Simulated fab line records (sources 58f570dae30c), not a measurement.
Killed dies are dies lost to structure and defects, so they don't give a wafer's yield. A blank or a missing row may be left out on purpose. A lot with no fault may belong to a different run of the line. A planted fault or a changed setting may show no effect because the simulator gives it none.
fab line records / flow berkeleyCmos170
record lots=15 wafers=45 lastDay=11
route steps=331 shown SPACER@173 PLDD@208
lots that met no fault: taken from a fault-free run of the same line
startH: hours from the record's first day to the start of the lot's first wafer shown / waitH: hours from the lot's prior step to this one / " as in the row above / L1.1+2: a single row standing in for several wafers / - no value present, or no start provided / * or withheld: withheld / < > ~ a bound
route shown NAME@n: a module of which the file shows steps, and the number in the route of the first / usual: mean/standard deviation taken from wafers without a fault / same: alike in all rows / chamber/n: place in a boat / sites: each site's reading / _std_site: standard deviation of those values / _edge_site: mean of outer sites minus mean of inner sites / radiusMm: how far each site lies from the wafer's centre / mask NAME#n: copy n / behind: the most recent tool/chamber to have shaped the wafer / hold: what put the lot on hold/how long, in hours/how the hold closed / device: which transistor (n, p or np) failed to switch / end of line: the same wafers' tests at the end of the route / a step with no rows: only its recipe / killed: count of dies lost to structure and defects at first sort (not the wafer's yield) / map: per-die view of a wafer (x killed, . not killed, _ where there is no die)
set.NAME: setting as actually run; set.NAME@STEP: the setting as run at that earlier step / model.NAME: the simulator's own value behind a step, which no gauge read
the route's steps for a sample of lots (tables are steps, rows are wafers)
services: when a tool's chamber went out of use (startH, in hours from the record's first day, below 0 if earlier), for how many hours, and the reason
## steps
# step UCB170_SPACER_ANNEAL_02
# recipe tempC=900 timeS=1800 ambient=N2
# usual spikeTcCentreC=902.0/1.1 spikeTcLoadC=922.7/2.8 spikeTcSourceC=923/3.3 tubeCenterTempC=900/0.073 tube_center_temp_C_max=902.3/0.36
lot.wafer=L898.1 tool=furnace-02 chamber=0 startH=146.20 waitH=3.8 spikeTcCentreC=902.9 spikeTcLoadC=923.9 spikeTcSourceC=925 tubeCenterTempC=899.93 tube_center_temp_C_max=901.6
lot.wafer=L898.3 tool=furnace-02 chamber=0 startH=146.20 waitH=3.8 spikeTcCentreC=902.3 spikeTcLoadC=924.9 spikeTcSourceC=924 tubeCenterTempC=900.14 tube_center_temp_C_max=902.9
lot.wafer=L898.4 tool=furnace-02 chamber=0 startH=146.20 waitH=3.8 spikeTcCentreC=901.1 spikeTcLoadC=925.5 spikeTcSourceC=926 tubeCenterTempC=899.93 tube_center_temp_C_max=902.0
lot.wafer=L899.1 tool=furnace-02 chamber=0 startH=146.20 waitH=3.0 spikeTcCentreC=900.0 spikeTcLoadC=924.4 spikeTcSourceC=924 tubeCenterTempC=899.93 tube_center_temp_C_max=902.1
lot.wafer=L899.3 tool=furnace-02 chamber=0 startH=146.20 waitH=3.0 spikeTcCentreC=902.1 spikeTcLoadC=922.9 spikeTcSourceC=925 tubeCenterTempC=899.94 tube_center_temp_C_max=902.3
lot.wafer=L899.4 tool=furnace-02 chamber=0 startH=146.20 waitH=3.0 spikeTcCentreC=901.3 spikeTcLoadC=923.1 spikeTcSourceC=926 tubeCenterTempC=900 tube_center_temp_C_max=902.2
lot.wafer=L900.1 tool=furnace-02 chamber=0 startH=146.20 waitH=3.2 spikeTcCentreC=900.6 spikeTcLoadC=924.5 spikeTcSourceC=924 tubeCenterTempC=900.09 tube_center_temp_C_max=902.9
lot.wafer=L900.3 tool=furnace-02 chamber=0 startH=146.20 waitH=3.2 spikeTcCentreC=901.9 spikeTcLoadC=925.2 spikeTcSourceC=925 tubeCenterTempC=900.01 tube_center_temp_C_max=902.0
lot.wafer=L900.5 tool=furnace-02 chamber=0 startH=146.20 waitH=3.2 spikeTcCentreC=900.1 spikeTcLoadC=925.1 spikeTcSourceC=925 tubeCenterTempC=899.86 tube_center_temp_C_max=902.2
lot.wafer=L903.1 tool=furnace-01 chamber=0 startH=169.13 waitH=2.7 spikeTcCentreC=902.5 spikeTcLoadC=918.8 spikeTcSourceC=919 tubeCenterTempC=899.89 tube_center_temp_C_max=902.4
lot.wafer=L903.5 tool=furnace-01 chamber=0 startH=169.13 waitH=2.7 spikeTcCentreC=902.3 spikeTcLoadC=919.4 spikeTcSourceC=918 tubeCenterTempC=900 tube_center_temp_C_max=901.8
lot.wafer=L903.6 tool=furnace-01 chamber=0 startH=169.13 waitH=2.7 spikeTcCentreC=902.8 spikeTcLoadC=918.7 spikeTcSourceC=918 tubeCenterTempC=900.14 tube_center_temp_C_max=901.8
lot.wafer=L904.3 tool=furnace-01 chamber=0 startH=169.13 waitH=2.5 spikeTcCentreC=901.9 spikeTcLoadC=920.9 spikeTcSourceC=919 tubeCenterTempC=899.99 tube_center_temp_C_max=902.4
lot.wafer=L904.4 tool=furnace-01 chamber=0 startH=169.13 waitH=2.5 spikeTcCentreC=903.8 spikeTcLoadC=918.3 spikeTcSourceC=919 tubeCenterTempC=900.08 tube_center_temp_C_max=902.5
lot.wafer=L904.5 tool=furnace-01 chamber=0 startH=169.13 waitH=2.5 spikeTcCentreC=902.8 spikeTcLoadC=921.2 spikeTcSourceC=919 tubeCenterTempC=899.97 tube_center_temp_C_max=902.4
lot.wafer=L905.2 tool=furnace-01 chamber=0 startH=169.13 waitH=2.9 spikeTcCentreC=900.8 spikeTcLoadC=919.5 spikeTcSourceC=918 tubeCenterTempC=899.96 tube_center_temp_C_max=902.1
lot.wafer=L905.4 tool=furnace-01 chamber=0 startH=169.13 waitH=2.9 spikeTcCentreC=902.3 spikeTcLoadC=921.3 spikeTcSourceC=919 tubeCenterTempC=899.89 tube_center_temp_C_max=902.5
lot.wafer=L905.5 tool=furnace-01 chamber=0 startH=169.13 waitH=2.9 spikeTcCentreC=901.4 spikeTcLoadC=921.3 spikeTcSourceC=919 tubeCenterTempC=899.85 tube_center_temp_C_max=902.5
lot.wafer=L906.2 tool=furnace-04 chamber=0 startH=177.40 waitH=2.4 spikeTcCentreC=902.4 spikeTcLoadC=930.6 spikeTcSourceC=922 tubeCenterTempC=900.06 tube_center_temp_C_max=902.5
lot.wafer=L906.3 tool=furnace-04 chamber=0 startH=177.40 waitH=2.4 spikeTcCentreC=903.2 spikeTcLoadC=928.6 spikeTcSourceC=922 tubeCenterTempC=900.03 tube_center_temp_C_max=902.8
lot.wafer=L906.5 tool=furnace-04 chamber=0 startH=177.40 waitH=2.4 spikeTcCentreC=904.0 spikeTcLoadC=927.4 spikeTcSourceC=922 tubeCenterTempC=899.79 tube_center_temp_C_max=902.1
lot.wafer=L907.1 tool=furnace-02 chamber=0 startH=189.41 waitH=0.2 spikeTcCentreC=901.0 spikeTcLoadC=922.9 spikeTcSourceC=923 tubeCenterTempC=900.09 tube_center_temp_C_max=902.5
lot.wafer=L907.5 tool=furnace-02 chamber=0 startH=189.41 waitH=0.2 spikeTcCentreC=901.8 spikeTcLoadC=922.2 spikeTcSourceC=926 tubeCenterTempC=900.05 tube_center_temp_C_max=901.8
lot.wafer=L907.6 tool=furnace-02 chamber=0 startH=189.41 waitH=0.2 spikeTcCentreC=901.9 spikeTcLoadC=923.9 spikeTcSourceC=926 tubeCenterTempC=899.94 tube_center_temp_C_max=902.1
lot.wafer=L908.1 tool=furnace-02 chamber=0 startH=189.41 waitH=0.2 spikeTcCentreC=901.8 spikeTcLoadC=925.3 spikeTcSourceC=925 tubeCenterTempC=900.11 tube_center_temp_C_max=902.7
lot.wafer=L908.2 tool=furnace-02 chamber=0 startH=189.41 waitH=0.2 spikeTcCentreC=901.5 spikeTcLoadC=924.7 spikeTcSourceC=927 tubeCenterTempC=900.1 tube_center_temp_C_max=902.7
lot.wafer=L908.3 tool=furnace-02 chamber=0 startH=189.41 waitH=0.2 spikeTcCentreC=901.5 spikeTcLoadC=925.3 spikeTcSourceC=928 tubeCenterTempC=899.93 tube_center_temp_C_max=902.0
lot.wafer=L911.2 tool=furnace-02 chamber=0 startH=189.41 waitH=1.5 spikeTcCentreC=900.6 spikeTcLoadC=923.9 spikeTcSourceC=925 tubeCenterTempC=900.09 tube_center_temp_C_max=902.7
lot.wafer=L911.3 tool=furnace-02 chamber=0 startH=189.41 waitH=1.5 spikeTcCentreC=900.9 spikeTcLoadC=924.4 spikeTcSourceC=926 tubeCenterTempC=899.97 tube_center_temp_C_max=902.2
lot.wafer=L911.6 tool=furnace-02 chamber=0 startH=189.41 waitH=1.5 spikeTcCentreC=900.6 spikeTcLoadC=924.1 spikeTcSourceC=925 tubeCenterTempC=899.89 tube_center_temp_C_max=902.9
lot.wafer=L914.1 tool=furnace-02 chamber=0 startH=218.33 waitH=4.0 spikeTcCentreC=915.0 spikeTcLoadC=936.3 spikeTcSourceC=937 tubeCenterTempC=911.87 tube_center_temp_C_max=913.8
lot.wafer=L914.3 tool=furnace-02 chamber=0 startH=218.33 waitH=4.0 spikeTcCentreC=913.7 spikeTcLoadC=935.3 spikeTcSourceC=937 tubeCenterTempC=911.66 tube_center_temp_C_max=914.5
lot.wafer=L914.6 tool=furnace-02 chamber=0 startH=218.33 waitH=4.0 spikeTcCentreC=914.4 spikeTcLoadC=934.2 spikeTcSourceC=936 tubeCenterTempC=911.68 tube_center_temp_C_max=914.1
lot.wafer=L915.2 tool=furnace-02 chamber=0 startH=218.33 waitH=3.4 spikeTcCentreC=914.9 spikeTcLoadC=935.7 spikeTcSourceC=936 tubeCenterTempC=911.65 tube_center_temp_C_max=913.6
lot.wafer=L915.5 tool=furnace-02 chamber=0 startH=218.33 waitH=3.4 spikeTcCentreC=912.0 spikeTcLoadC=935.5 spikeTcSourceC=938 tubeCenterTempC=911.7 tube_center_temp_C_max=913.6
lot.wafer=L915.6 tool=furnace-02 chamber=0 startH=218.33 waitH=3.4 spikeTcCentreC=912.9 spikeTcLoadC=935.6 spikeTcSourceC=939 tubeCenterTempC=911.81 tube_center_temp_C_max=914.0
lot.wafer=L916.2 tool=furnace-02 chamber=0 startH=218.33 waitH=3.0 spikeTcCentreC=914.5 spikeTcLoadC=935.5 spikeTcSourceC=938 tubeCenterTempC=911.68 tube_center_temp_C_max=914.1
lot.wafer=L916.3 tool=furnace-02 chamber=0 startH=218.33 waitH=3.0 spikeTcCentreC=912.2 spikeTcLoadC=936.2 spikeTcSourceC=939 tubeCenterTempC=911.68 tube_center_temp_C_max=914.6
lot.wafer=L916.6 tool=furnace-02 chamber=0 startH=218.33 waitH=3.0 spikeTcCentreC=912.5 spikeTcLoadC=935.1 spikeTcSourceC=936 tubeCenterTempC=911.69 tube_center_temp_C_max=913.6
lot.wafer=L919.4 tool=furnace-01 chamber=0 startH=228.66 waitH=2.0 spikeTcCentreC=902.7 spikeTcLoadC=917.0 spikeTcSourceC=920 tubeCenterTempC=900.03 tube_center_temp_C_max=902.1
lot.wafer=L919.5 tool=furnace-01 chamber=0 startH=228.66 waitH=2.0 spikeTcCentreC=902.7 spikeTcLoadC=919.9 spikeTcSourceC=920 tubeCenterTempC=900.01 tube_center_temp_C_max=902.0
lot.wafer=L919.6 tool=furnace-01 chamber=0 startH=228.66 waitH=2.0 spikeTcCentreC=901.8 spikeTcLoadC=919.2 spikeTcSourceC=919 tubeCenterTempC=900.06 tube_center_temp_C_max=903.2
lot.wafer=L920.1 tool=furnace-01 chamber=0 startH=242.71 waitH=2.3 spikeTcCentreC=903.1 spikeTcLoadC=920.2 spikeTcSourceC=919 tubeCenterTempC=900.02 tube_center_temp_C_max=902.7
lot.wafer=L920.3 tool=furnace-01 chamber=0 startH=242.71 waitH=2.3 spikeTcCentreC=901.4 spikeTcLoadC=918.2 spikeTcSourceC=918 tubeCenterTempC=900.07 tube_center_temp_C_max=902.5
lot.wafer=L920.5 tool=furnace-01 chamber=0 startH=242.71 waitH=2.3 spikeTcCentreC=902.3 spikeTcLoadC=920.7 spikeTcSourceC=917 tubeCenterTempC=900.05 tube_center_temp_C_max=902.0
# step UCB170_SDANNEAL_RS_MEAS_04
# recipe thkMeasGauge=four-point-probe
# usual PLDD_RS=1031.4/2.3
lot.wafer=L898.1 tool=filmMetro-04 chamber=- startH=152.71 waitH=0.1 PLDD_RS[ohm/sq]=1028.3
lot.wafer=L898.3 tool=filmMetro-04 chamber=- startH=152.71 waitH=0.1 PLDD_RS[ohm/sq]=1030.0
lot.wafer=L898.4 tool=filmMetro-04 chamber=- startH=152.71 waitH=0.1 PLDD_RS[ohm/sq]=1028.8
lot.wafer=L900.1 tool=filmMetro-01 chamber=- startH=154.81 waitH=0.1 PLDD_RS[ohm/sq]=1032.0
lot.wafer=L900.3 tool=filmMetro-01 chamber=- startH=154.81 waitH=0.1 PLDD_RS[ohm/sq]=1028.5
lot.wafer=L900.5 tool=filmMetro-01 chamber=- startH=154.81 waitH=0.1 PLDD_RS[ohm/sq]=1028.7
lot.wafer=L899.1 tool=filmMetro-04 chamber=- startH=155.08 waitH=0.1 PLDD_RS[ohm/sq]=1036.1
lot.wafer=L899.3 tool=filmMetro-04 chamber=- startH=155.08 waitH=0.1 PLDD_RS[ohm/sq]=1034.8
lot.wafer=L899.4 tool=filmMetro-04 chamber=- startH=155.08 waitH=0.1 PLDD_RS[ohm/sq]=1035.0
lot.wafer=L903.1 tool=filmMetro-02 chamber=- startH=175.79 waitH=0.1 PLDD_RS[ohm/sq]=1030.3
lot.wafer=L903.5 tool=filmMetro-02 chamber=- startH=175.79 waitH=0.1 PLDD_RS[ohm/sq]=1034.9
lot.wafer=L903.6 tool=filmMetro-02 chamber=- startH=175.79 waitH=0.1 PLDD_RS[ohm/sq]=1032.6
lot.wafer=L905.2 tool=filmMetro-01 chamber=- startH=176.26 waitH=0.1 PLDD_RS[ohm/sq]=1033.7
lot.wafer=L905.4 tool=filmMetro-01 chamber=- startH=176.26 waitH=0.1 PLDD_RS[ohm/sq]=1033.5
lot.wafer=L905.5 tool=filmMetro-01 chamber=- startH=176.26 waitH=0.1 PLDD_RS[ohm/sq]=1032.2
lot.wafer=L904.3 tool=filmMetro-04 chamber=- startH=176.28 waitH=0.1 PLDD_RS[ohm/sq]=1032.2
lot.wafer=L904.4 tool=filmMetro-04 chamber=- startH=176.28 waitH=0.1 PLDD_RS[ohm/sq]=1030.3
lot.wafer=L904.5 tool=filmMetro-04 chamber=- startH=176.28 waitH=0.1 PLDD_RS[ohm/sq]=1030.5
lot.wafer=L906.2 tool=filmMetro-02 chamber=- startH=185.47 waitH=0.1 PLDD_RS[ohm/sq]=1032.7
lot.wafer=L906.3 tool=filmMetro-02 chamber=- startH=185.47 waitH=0.1 PLDD_RS[ohm/sq]=1030.8
lot.wafer=L906.5 tool=filmMetro-02 chamber=- startH=185.47 waitH=0.1 PLDD_RS[ohm/sq]=1030.2
lot.wafer=L911.2 tool=filmMetro-01 chamber=- startH=196.51 waitH=0.1 PLDD_RS[ohm/sq]=1032.7
lot.wafer=L911.3 tool=filmMetro-01 chamber=- startH=196.51 waitH=0.1 PLDD_RS[ohm/sq]=1031.2
lot.wafer=L911.6 tool=filmMetro-01 chamber=- startH=196.51 waitH=0.1 PLDD_RS[ohm/sq]=1031.0
lot.wafer=L908.1 tool=filmMetro-04 chamber=- startH=196.97 waitH=0.1 PLDD_RS[ohm/sq]=1036.1
lot.wafer=L908.2 tool=filmMetro-04 chamber=- startH=196.97 waitH=0.1 PLDD_RS[ohm/sq]=1032.4
lot.wafer=L908.3 tool=filmMetro-04 chamber=- startH=196.97 waitH=0.1 PLDD_RS[ohm/sq]=1031.5
lot.wafer=L907.1 tool=filmMetro-02 chamber=- startH=197.91 waitH=0.1 PLDD_RS[ohm/sq]=1029.8
lot.wafer=L907.5 tool=filmMetro-02 chamber=- startH=197.91 waitH=0.1 PLDD_RS[ohm/sq]=1034.0
lot.wafer=L907.6 tool=filmMetro-02 chamber=- startH=197.91 waitH=0.1 PLDD_RS[ohm/sq]=1028.8
lot.wafer=L916.2 tool=filmMetro-01 chamber=- startH=226.00 waitH=0.1 PLDD_RS[ohm/sq]=987.1
lot.wafer=L916.3 tool=filmMetro-01 chamber=- startH=226.00 waitH=0.1 PLDD_RS[ohm/sq]=989.2
lot.wafer=L916.6 tool=filmMetro-01 chamber=- startH=226.00 waitH=0.1 PLDD_RS[ohm/sq]=987.7
lot.wafer=L915.2 tool=filmMetro-04 chamber=- startH=226.18 waitH=0.1 PLDD_RS[ohm/sq]=986.1
lot.wafer=L915.5 tool=filmMetro-04 chamber=- startH=226.18 waitH=0.1 PLDD_RS[ohm/sq]=986.1
lot.wafer=L915.6 tool=filmMetro-04 chamber=- startH=226.18 waitH=0.1 PLDD_RS[ohm/sq]=989.7
lot.wafer=L914.1 tool=filmMetro-02 chamber=- startH=226.38 waitH=0.1 PLDD_RS[ohm/sq]=989.8
lot.wafer=L914.3 tool=filmMetro-02 chamber=- startH=226.38 waitH=0.1 PLDD_RS[ohm/sq]=989.0
lot.wafer=L914.6 tool=filmMetro-02 chamber=- startH=226.38 waitH=0.1 PLDD_RS[ohm/sq]=989.8
lot.wafer=L919.4 tool=filmMetro-02 chamber=- startH=236.21 waitH=0.1 PLDD_RS[ohm/sq]=1033.6
lot.wafer=L919.5 tool=filmMetro-02 chamber=- startH=236.21 waitH=0.1 PLDD_RS[ohm/sq]=1030.9
lot.wafer=L919.6 tool=filmMetro-02 chamber=- startH=236.21 waitH=0.1 PLDD_RS[ohm/sq]=1031.1
lot.wafer=L920.1 tool=filmMetro-04 chamber=- startH=250.17 waitH=0.1 PLDD_RS[ohm/sq]=1030.2
lot.wafer=L920.3 tool=filmMetro-04 chamber=- startH=250.17 waitH=0.1 PLDD_RS[ohm/sq]=1032.3
lot.wafer=L920.5 tool=filmMetro-04 chamber=- startH=250.17 waitH=0.1 PLDD_RS[ohm/sq]=1033.6
## services
tool=furnace-01 chamber=- startH=135.52 hours=2.9 kind=pm
tool=furnace-02 chamber=- startH=150.39 hours=4.7 kind=pm
tool=furnace-02 chamber=- startH=176.47 hours=2.6 kind=pm
## key
firstSign step=UCB170_SPACER_ANNEAL_02 reading=tubeCenterTempC direction=up sigmas=99+ usual=* struck=*
effect step=UCB170_SPACER_ANNEAL_02 reading=tube_center_temp_C_max direction=up sigmas=33 usual=* struck=*
effect step=UCB170_SDANNEAL_RS_MEAS_04 reading=PLDD_RS direction=down sigmas=19 usual=1031.4 struck=988.3
metAt UCB170_SPACER_ANNEAL_02
struckLots L914,L915,L916
testerLeftOut L914,L915,L916
onsetBetween 189.41 218.33
fault kind=processParameterDrift tool=furnace-02 chamber=- onsetH=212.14 steps=UCB170_SPACER_ANNEAL_02 channel=tempC offset=* shape=step endH=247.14 actsIn=* stated=*
# testerLeftOut: of these lots the tester's yield and bins aren't shown, on N5 and GAA mostly nor the transistor test; their killed dies are dies lost to structure and defects alone, not to doping, threshold or leakage, so they don't give the yield
